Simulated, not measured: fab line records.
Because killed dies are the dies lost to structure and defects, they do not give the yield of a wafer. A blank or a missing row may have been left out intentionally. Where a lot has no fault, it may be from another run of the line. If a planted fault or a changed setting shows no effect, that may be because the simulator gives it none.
Code-filled problem report in 8D (eight disciplines) form -- flow berkeley cmos170 -- the parts of the form that need people (team, actions taken, sign-off) are left out

1. WHAT IS WRONG
NSD_TW at UCB170_NSD_TW_MEAS_10 reads a mean of 30 on 3 wafers of 1 lot; wafers without a fault read 4186 with a standard deviation of 28. So: -99 or more standard deviations from the usual mean.
Earliest sighting: wafer L286.1 on film metro-01 at day 9 03:17. Wafers with a number at this step in the record: 39, from 13 lots. Rule for "out", or "out of limits": more than 4 standard deviations from the usual mean. Any other wafer with a number is counted as sound.

2. WHAT IT IS, AND WHAT IT ISN'T
question,is,is not
which readings at this step,NSD_TW,-
which lots,L286,"L274, L277, L278, L280, L281, L282, L285, L290, L292, L293, L294, L297"
which wafers of those lots,all that have a number,-
read on which gauges,film metro-01,"film metro-03, film metro-04"
when,from day 9 03:17,"up to then (21 sound wafers); but 15 sound wafers of L290, L292, L293, L294, L297 came after"

3. SUSPECTS, AND WHAT RULES EACH OUT
Counting: a tool stays on the suspect list if, at a process step up to the reading, it processed all lots that are out and no sound lot following the first of them.
- ruled out: the gauge at UCB170_NSD_TW_MEAS_10. All the wafers that are out were read on film metro-01, but those of them that UCB170_PSD_STRIP_09 has rows for are out there too, on other tools.
- plasma asher-02 at UCB170_PSD_STRIP_09 (strips in O2): kept. It ran the lot that is out, L286 (day 9 01:16), and no sound lot after that; its last sound lot up to then is L282 (day 8 18:22). On those wafers its own readings are out: oes product au.
- plasma asher-02 at UCB170_NSD_STRIP_09 (strips in O2): ruled out as a lasting fault. Sound lots L292, L293 ran on it after its first lot that is out, L286 (day 9 03:11).
Left after counting: plasma asher-02 at UCB170_PSD_STRIP_09.

4. THE CAUSE (what the simulator had put in)
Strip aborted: plasma asher-02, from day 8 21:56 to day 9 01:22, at UCB170_PSD_STRIP_09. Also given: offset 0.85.
The count eliminated every tool but this one.

5. THE EFFECT CHAIN, in route order
Rows list readings where the struck wafers' mean (over those with a number) sits beyond 3 standard deviations from the usual. Only readings for which the record gives a usual standard deviation are gone through. hours: the time from each lot's start at the first step in this table that gives one to its start at this step, as a median over the lots. sigmas: the change in usual standard deviations.
hours,step,reading,usual,on struck wafers,change,sigmas
0,UCB170_PSD_STRIP_09,oes product au,0.600 a.u.,0.436,-0.164,-35
2,UCB170_NSD_STRIP_09,oes product au,0.532 a.u.,0.608,+0.076,+16
2,UCB170_NSD_STRIP_09,strip time to endpoint s,35.46 s,55.79,+20.33,+99 or more
2,UCB170_NSD_TW_MEAS_10,NSD_TW,4186,30,-4156,-99 or more
Here are the process steps it includes:
- UCB170_PSD_STRIP_09: strips in O2.
- UCB170_NSD_STRIP_09: strips in O2.
Readings that are blank on the struck wafers while sound wafers have them: strip time to endpoint s at UCB170_PSD_STRIP_09.

6. HOW IT WOULD HAVE BEEN CAUGHT EARLIER
Counted from the fault's start at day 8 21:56, it took 5 hours until the first out-of-limits reading at a measuring or inspecting step in this record, taken at day 9 03:17.
Tool's own readings at UCB170_PSD_STRIP_09, oes product au: out on all struck wafers the step has rows for; an alarm limit on them would have tripped on the first.
All the lots that are out (1) had begun UCB170_PSD_STRIP_09 on plasma asher-02 by day 9 03:17. Had the tool been put on hold then, not one of them would have been saved.
